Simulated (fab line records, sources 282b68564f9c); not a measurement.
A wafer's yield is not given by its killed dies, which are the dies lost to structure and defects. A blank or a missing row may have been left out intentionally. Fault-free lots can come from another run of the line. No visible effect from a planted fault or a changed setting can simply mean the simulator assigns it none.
Check of tool commonality | flow rit cmos | 15 lots and 45 wafers in the sample

## WHY IT WAS OPENED
RIT_SPACER_THK_MEAS_04, reading SPACER_NITRIDE_THK: flagged on 3 of 15 lots. Wafers without a fault read 251.3 nm, standard deviation 2.3.
Rule: a lot gets a flag if all its wafers with a number sit over 4 standard deviations from that mean, or if no wafer of it has a number. All remaining lots are regarded as sound.

lot  | measured    | on            | SPACER_NITRIDE_THK (nm), wafer by wafer | flag
L684 | day 2 21:59 | film metro-01 | 250.2 251.9 250.5                       |
L685 | day 3 03:28 | film metro-04 | 249.8 248.9 249.0                       |
L686 | day 3 07:27 | film metro-01 | 247.6 250.4 251.5                       |
L687 | day 3 13:23 | film metro-02 | 249.6 250.3 251.7                       |
L688 | day 3 17:17 | film metro-04 | 252.6 252.6 252.9                       |
L689 | day 3 22:19 | film metro-04 | 254.3 252.6 254.5                       |
L690 | day 4 04:04 | film metro-04 | 253.6 252.9 253.2                       |
L692 | day 4 14:26 | film metro-02 | 249.1 250.4 251.2                       |
L693 | day 4 18:28 | film metro-01 | 249.4 249.6 250.9                       |
L694 | day 4 23:32 | film metro-04 | 249.7 250.5 251.3                       |
L696 | day 5 11:11 | film metro-02 | 342.6 341.0 342.7                       | FLAGGED
L697 | day 5 14:29 | film metro-02 | 251.2 250.9 251.6                       |
L698 | day 5 20:05 | film metro-04 | 340.6 342.2 342.0                       | FLAGGED
L699 | day 6 00:02 | film metro-02 | 337.0 338.5 337.3                       | FLAGGED
L707 | day 7 18:00 | film metro-04 | 248.9 248.5 248.0                       |
The numbers of the flagged lots are 340.4 nm on average: +89.1 nm against the usual, or +39 standard deviations.

## WHICH TOOL RAN EACH LOT
The record holds 1 process step before the reading, out of a route of 202 steps. In each cell: the tool, then ch and the chambers that the sampled wafers went through, then the start.
lot  | flag    | RIT_SPACER_CVD_03
L684 |         | lpcvd-02 ch 0, day 2 20:04
L685 |         | lpcvd-01 ch 1, day 3 01:33
L686 |         | lpcvd-01 ch 1, day 3 05:32
L687 |         | lpcvd-02 ch 0, day 3 11:28
L688 |         | lpcvd-02 ch 1, day 3 15:22
L689 |         | lpcvd-01 ch 1, day 3 20:23
L690 |         | lpcvd-02 ch 1, day 4 02:08
L692 |         | lpcvd-01 ch 1, day 4 12:31
L693 |         | lpcvd-02 ch 0, day 4 16:32
L694 |         | lpcvd-02 ch 0, day 4 21:37
L696 | FLAGGED | lpcvd-01 ch 1, day 5 09:14
L697 |         | lpcvd-02 ch 0, day 5 12:32
L698 | FLAGGED | lpcvd-01 ch 0, day 5 18:10
L699 | FLAGGED | lpcvd-01 ch 0, day 5 22:06
L707 |         | lpcvd-02 ch 0, day 7 16:04
What is done by these steps:
- RIT_SPACER_CVD_03: deposits Si3N4 from SiH2Cl2/NH3, target thk 250 nm, time 3300 s.
- RIT_SPACER_THK_MEAS_04

## FLAGGED OVER TOTAL, TOOL BY TOOL (the gauges that took the reading come last)
step                   | tool          | lots run | flagged | share of the flagged lots | sound lots run after its first flagged lot
RIT_SPACER_CVD_03      | lpcvd-01      | 7        | 3       | all                       | 0
RIT_SPACER_CVD_03      | lpcvd-02      | 8        | 0       | none                      | -
RIT_SPACER_THK_MEAS_04 | film metro-01 | 3        | 0       | none                      | -
RIT_SPACER_THK_MEAS_04 | film metro-02 | 5        | 2       | some                      | 1 (L697)
RIT_SPACER_THK_MEAS_04 | film metro-04 | 7        | 1       | some                      | 1 (L707)

## WHAT THE TABLE PERMITS
In the table, 1 row covers all flagged lots: lpcvd-01 at RIT_SPACER_CVD_03.
- lpcvd-01 at RIT_SPACER_CVD_03 ran 7 lots, 3 of them flagged. It ran its last sound lot, L692, at day 4 12:31 and its first flagged lot, L696, at day 5 09:14: a fault with its onset between the two fits. Its own readings lie more than 4 standard deviations out on every wafer of the flagged lots: nh3 flow sccm.
Just one tool remains: lpcvd-01 at RIT_SPACER_CVD_03.

## WHAT THE SIMULATOR HAD PUT IN
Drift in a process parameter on lpcvd-01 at RIT_SPACER_CVD_03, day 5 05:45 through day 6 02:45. Setting nh3 flow sccm shifted by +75 from 150. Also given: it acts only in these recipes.
Lots struck among those shown: L696, L698, L699. The same result came from the rule above.
